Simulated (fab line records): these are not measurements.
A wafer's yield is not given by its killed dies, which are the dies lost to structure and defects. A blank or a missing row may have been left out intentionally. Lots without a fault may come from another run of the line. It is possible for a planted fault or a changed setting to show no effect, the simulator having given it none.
Struck lot and sound lot, side by side ; flow rit-cmos ; 27 steps out of a route of 202
Sound: these wafers, L280.2, L280.3, L280.5. Struck: wafer L289.1 (left out: L289.3, L289.6 of the same lot, which were not struck); the cause appears at the end.
Order at every step that has rows: each side's tool, ch and its chambers, its first start. Under that, the readings that differ: sound wafers ; struck wafers ; difference of the means ; sigmas: that difference in standard deviations of wafers without a fault.
alike: readings whose means differ by less than 2 such deviations, and words and numbers that are the same on both sides. not compared: withheld readings, readings that some wafer has no value for, bounds like >300 that may hide the same value, and numbers for which the record gives no deviation and whose values overlap.
A row with sigmas, a row that says differs or no value, or rows on one side alone: a step with any of these is where the two part. Numbers that don't overlap but have no deviation are shown without sigmas and don't part them. Lack of a reading on every wafer of one side parts them only where that side has two or more wafers.

first, 1 step without rows for these wafers: RIT_ACTIVE_OXIDATION_01 (target thk 46.8 nm, ox time 3360 s).
RIT_ACTIVE_THK_MEAS_02:
  sound on film-metro-01, day 2 10:12; struck on film-metro-01, day 4 05:20
  alike: ACTIVE_OXIDE_THK
then, 1 step without rows for these wafers: RIT_ACTIVE_CVD_03 (deposits Si3N4 from SiH2Cl2/NH3, target thk 150 nm, time 1500 s).
RIT_ACTIVE_THK_MEAS_04:
  sound on film-metro-01, day 2 12:23; struck on film-metro-01, day 4 07:23
  alike: ACTIVE_NITRIDE_THK
then, 6 steps without rows for these wafers: RIT_ACTIVE_HMDS_05 (prime time 60 s); RIT_ACTIVE_COAT_06 (resist thk 1000 nm); RIT_ACTIVE_SOFTBAKE_07 (time 60 s); RIT_ACTIVE_EXPOSE_08 (exposes mask M1, target cd 1400 nm); RIT_ACTIVE_PEB_09; RIT_ACTIVE_DEVELOP_10 (develop time 50 s).
RIT_ACTIVE_CD_MEAS_11: the cd target is 1400 nm.
  sound on cd-sem-01, day 2 13:19; struck on cd-sem-02, day 4 08:26
  alike: cd-nm
then, 1 step without rows for these wafers: RIT_ACTIVE_HARDBAKE_12 (time 60 s).
RIT_ACTIVE_ETCH_13: etches Si3N4 in SF6, stops on SiO2, time 210 s, target depth 210 nm.
  sound on rie-diel-03 ch 0,1,3, day 2 13:34; struck on rie-diel-03 ch 1, day 4 08:42
reading;sound;struck;difference;sigmas
oes-product-au (a.u.);0.801 0.836 0.794;0.745;-0.065;-4
over-etch-frac;0.4 0.4 0.4;0.76245;+0.36245;
model.NOVOLAK_of_ACTIVE_COAT_06.thk-nm (nm);655.5 653.5 650.3;593;-60;
model.ACTIVE.feature-depth-nm (nm);148.6 149.5 150.6;171;+21;
model.SiO2_of_ACTIVE_OXIDATION_01.thk-nm (nm);47.56 46.64 45.89;27.27;-19.43;
  alike: drypump-motor-current-A, throttle-valve-pct
  not compared: rf-hours-counter-h
RIT_ACTIVE_STRIP_14: strips in O2, time 180 s.
  sound on plasma-asher-04 ch 0,1, day 2 13:41; struck on plasma-asher-04 ch 1, day 4 08:50
  alike: drypump-motor-current-A
  not compared: rf-hours-counter-h
RIT_ACTIVE_CD_MEAS_90: the cd target is 1400 nm.
  sound on cd-sem-01, day 2 13:53; struck on cd-sem-01, day 4 09:01
  alike: cd-nm
then, 4 steps without rows for these wafers: RIT_ACTIVE_CLEAN_15 (cleans in SC1, time 600 s); RIT_ACTIVE_CLEAN_16 (cleans in dHF, time 30 s); RIT_ACTIVE_CLEAN_17 (cleans in SC2, time 600 s); RIT_FOX1_OXIDATION_00 (target thk 350.7 nm, ox time 1130 s).
RIT_FOX1_THK_MEAS_01:
  sound on film-metro-03, day 2 16:24; struck on film-metro-01, day 4 12:38
reading;sound;struck;difference;sigmas
FOX1_OXIDE_THK (nm);352 358 351;334;-20;-3
then, 2 steps without rows for these wafers: RIT_FOX1_WET_ETCH_02 (etches SiO2 in BOE, target depth 350 nm, time 390 s); RIT_FOX2_OXIDATION_00 (target thk 350.7 nm, ox time 1130 s).
RIT_FOX2_THK_MEAS_01:
  sound on film-metro-04, day 2 18:54; struck on film-metro-04, day 4 14:07
  alike: FOX2_OXIDE_THK
then, 1 step without rows for these wafers: RIT_FOX2_CLEAN_02 (cleans in dHF, time 180 s).
RIT_FOX2_WET_ETCH_03: etches Si3N4 in H3PO4, target depth 195 nm, time 2700 s.
  sound on wet-bench-04 ch 0, day 2 19:01; struck on wet-bench-04 ch 0, day 4 14:14
reading;sound;struck;difference;sigmas
model.SiO2_of_ACTIVE_OXIDATION_01.thk-nm (nm);42.29 41.48 40.81;24.3;-17.2;
RIT_FOX2_THK_MEAS_90:
  sound on film-metro-03, day 2 19:46; struck on film-metro-04, day 4 14:59
  alike: FIELD_OXIDE_LEFT_1_THK
RIT_M1_PROBE_99:
  sound on prober-02, day 4 14:16; struck on prober-01, day 6 08:23
  alike: killed_at_M0_to_M3, killed-at-contacts, killed-at-front-end, killed-dies, killed-open, killed-short

## WHERE THEY PART
At RIT_ACTIVE_ETCH_13 first; at RIT_FOX1_THK_MEAS_01 last (within this record only). Later steps at which nothing parts them and some readings are alike: RIT_FOX2_THK_MEAS_01, RIT_FOX2_THK_MEAS_90, RIT_M1_PROBE_99.

WHY: what had been put in by the simulator
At RIT_ACTIVE_ETCH_13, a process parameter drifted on rie-diel-03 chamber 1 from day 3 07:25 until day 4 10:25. From 0.4, the setting over-etch-frac moved by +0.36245.
